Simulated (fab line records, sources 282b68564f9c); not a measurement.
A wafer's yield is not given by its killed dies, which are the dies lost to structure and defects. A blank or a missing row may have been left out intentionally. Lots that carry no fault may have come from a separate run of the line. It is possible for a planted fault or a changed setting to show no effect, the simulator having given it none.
Split-lot study :: flow rit cmos :: route with 202 steps; 5 lots, 27 wafers read

== SPLIT DETAILS ==
At RIT_SPACER_CVD_03 (deposits Si3N4 from SiH2Cl2/NH3, target thk 250 nm, time 3300 s), the setting time s was moved away from the recipe's 3300 s on 24 of the 27 wafers read, by -37.8% to +47.8%. The other wafers ran this setting at the recipe's value.

== THE PATH FROM SPLIT TO READING: the file shows 1 step between them ==
- RIT_SPACER_THK_MEAS_04

== THE READING ==
oes product au, in a.u., at RIT_SPACER_ETCHBACK_05 (etches Si3N4 in SF6/CHF3, stops on SiO2, target depth 250 nm, time 240 s). Typical for fault-free wafers on this fab line: 0.847 a.u., with standard deviation 0.015 a.u.

wafer: L075.1
tool, chamber at the split: -, -
time s as run, s: 2052
against the recipe: -37.8%
oes product au, a.u.: 0.622
against lot-mates on the recipe: no lot-mate on the recipe

wafer: L075.2
tool, chamber at the split: -, -
time s as run, s: 2052
against the recipe: -37.8%
oes product au, a.u.: 0.603
against lot-mates on the recipe: no lot-mate on the recipe

wafer: L075.3
tool, chamber at the split: -, -
time s as run, s: 2052
against the recipe: -37.8%
oes product au, a.u.: 0.604
against lot-mates on the recipe: no lot-mate on the recipe

wafer: L075.4
tool, chamber at the split: -, -
time s as run, s: 2052
against the recipe: -37.8%
oes product au, a.u.: 0.630
against lot-mates on the recipe: no lot-mate on the recipe

wafer: L075.5
tool, chamber at the split: -, -
time s as run, s: 2052
against the recipe: -37.8%
oes product au, a.u.: 0.625
against lot-mates on the recipe: no lot-mate on the recipe

wafer: L075.6
tool, chamber at the split: -, -
time s as run, s: 2052
against the recipe: -37.8%
oes product au, a.u.: 0.594
against lot-mates on the recipe: no lot-mate on the recipe

wafer: L076.1
tool, chamber at the split: -, -
time s as run, s: 4879
against the recipe: +47.8%
oes product au, a.u.: 0.991
against lot-mates on the recipe: no lot-mate on the recipe

wafer: L076.2
tool, chamber at the split: -, -
time s as run, s: 4879
against the recipe: +47.8%
oes product au, a.u.: 1.004
against lot-mates on the recipe: no lot-mate on the recipe

wafer: L076.3
tool, chamber at the split: -, -
time s as run, s: 4879
against the recipe: +47.8%
oes product au, a.u.: 0.953
against lot-mates on the recipe: no lot-mate on the recipe

wafer: L076.4
tool, chamber at the split: -, -
time s as run, s: 4879
against the recipe: +47.8%
oes product au, a.u.: 0.995
against lot-mates on the recipe: no lot-mate on the recipe

wafer: L076.5
tool, chamber at the split: -, -
time s as run, s: 4879
against the recipe: +47.8%
oes product au, a.u.: 0.947
against lot-mates on the recipe: no lot-mate on the recipe

wafer: L076.6
tool, chamber at the split: -, -
time s as run, s: 4879
against the recipe: +47.8%
oes product au, a.u.: 0.989
against lot-mates on the recipe: no lot-mate on the recipe

wafer: L079.1
tool, chamber at the split: lpcvd-01, 1
time s as run, s: 3300
against the recipe: recipe
oes product au, a.u.: 0.863
against lot-mates on the recipe: -

wafer: L079.4
tool, chamber at the split: lpcvd-01, 1
time s as run, s: 3300
against the recipe: recipe
oes product au, a.u.: 0.823
against lot-mates on the recipe: -

wafer: L079.5
tool, chamber at the split: lpcvd-01, 1
time s as run, s: 3300
against the recipe: recipe
oes product au, a.u.: 0.844
against lot-mates on the recipe: -

wafer: L082.1
tool, chamber at the split: -, -
time s as run, s: 4330
against the recipe: +31.2%
oes product au, a.u.: 0.970
against lot-mates on the recipe: no lot-mate on the recipe

wafer: L082.2
tool, chamber at the split: -, -
time s as run, s: 4330
against the recipe: +31.2%
oes product au, a.u.: 1.003
against lot-mates on the recipe: no lot-mate on the recipe

wafer: L082.3
tool, chamber at the split: -, -
time s as run, s: 4330
against the recipe: +31.2%
oes product au, a.u.: 0.998
against lot-mates on the recipe: no lot-mate on the recipe

wafer: L082.4
tool, chamber at the split: -, -
time s as run, s: 4330
against the recipe: +31.2%
oes product au, a.u.: 1.006
against lot-mates on the recipe: no lot-mate on the recipe

wafer: L082.5
tool, chamber at the split: -, -
time s as run, s: 4330
against the recipe: +31.2%
oes product au, a.u.: 0.994
against lot-mates on the recipe: no lot-mate on the recipe

wafer: L082.6
tool, chamber at the split: -, -
time s as run, s: 4330
against the recipe: +31.2%
oes product au, a.u.: 1.002
against lot-mates on the recipe: no lot-mate on the recipe

wafer: L084.1
tool, chamber at the split: -, -
time s as run, s: 2645
against the recipe: -19.8%
oes product au, a.u.: 0.707
against lot-mates on the recipe: no lot-mate on the recipe

wafer: L084.2
tool, chamber at the split: -, -
time s as run, s: 2645
against the recipe: -19.8%
oes product au, a.u.: 0.741
against lot-mates on the recipe: no lot-mate on the recipe

wafer: L084.3
tool, chamber at the split: -, -
time s as run, s: 2645
against the recipe: -19.8%
oes product au, a.u.: 0.725
against lot-mates on the recipe: no lot-mate on the recipe

wafer: L084.4
tool, chamber at the split: -, -
time s as run, s: 2645
against the recipe: -19.8%
oes product au, a.u.: 0.709
against lot-mates on the recipe: no lot-mate on the recipe

wafer: L084.5
tool, chamber at the split: -, -
time s as run, s: 2645
against the recipe: -19.8%
oes product au, a.u.: 0.726
against lot-mates on the recipe: no lot-mate on the recipe

wafer: L084.6
tool, chamber at the split: -, -
time s as run, s: 2645
against the recipe: -19.8%
oes product au, a.u.: 0.721
against lot-mates on the recipe: no lot-mate on the recipe

THE FIT
A straight line over all 27 wafers: oes product au changes by +0.00455 a.u. for each +1% of time s; r = +0.97; the points scatter about the line by 0.039 a.u.
Too few moved wafers with a lot-mate on the recipe to fit a line net of each lot's own level.

== THE WHOLE CHAIN: every reading that the file lists as answering this split, in the file's order ==
step: RIT_SPACER_CVD_03
what it does: deposits Si3N4 from SiH2Cl2/NH3, target thk 250 nm, time 3300 s
reading: Si3N4_of_SPACER_CVD_03.thk nm (the simulator's own value, which no gauge read)
change (the file's fit): +2.5 nm for each +1% of the setting
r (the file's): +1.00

step: RIT_SPACER_THK_MEAS_04
what it does: 
reading: SPACER_NITRIDE_THK
change (the file's fit): +2.5 for each +1% of the setting
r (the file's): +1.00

step: RIT_SPACER_ETCHBACK_05
what it does: etches Si3N4 in SF6/CHF3, stops on SiO2, target depth 250 nm, time 240 s
reading: oes product au
change (the file's fit): +0.00456 a.u. for each +1% of the setting
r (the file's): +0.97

step: RIT_SPACER_ETCHBACK_05
what it does: etches Si3N4 in SF6/CHF3, stops on SiO2, target depth 250 nm, time 240 s
reading: Si3N4_of_SPACER_CVD_03.thk nm (the simulator's own value, which no gauge read)
change (the file's fit): +1.97 nm for each +1% of the setting
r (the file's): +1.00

step: RIT_SPACER_ETCHBACK_05
what it does: etches Si3N4 in SF6/CHF3, stops on SiO2, target depth 250 nm, time 240 s
reading: etch.depth nm (the simulator's own value, which no gauge read)
change (the file's fit): +1.84 nm for each +1% of the setting
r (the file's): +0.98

== FILE'S OWN FIT ==
oes product au changes by +0.00456 a.u. for each +1% of time s, r = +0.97.
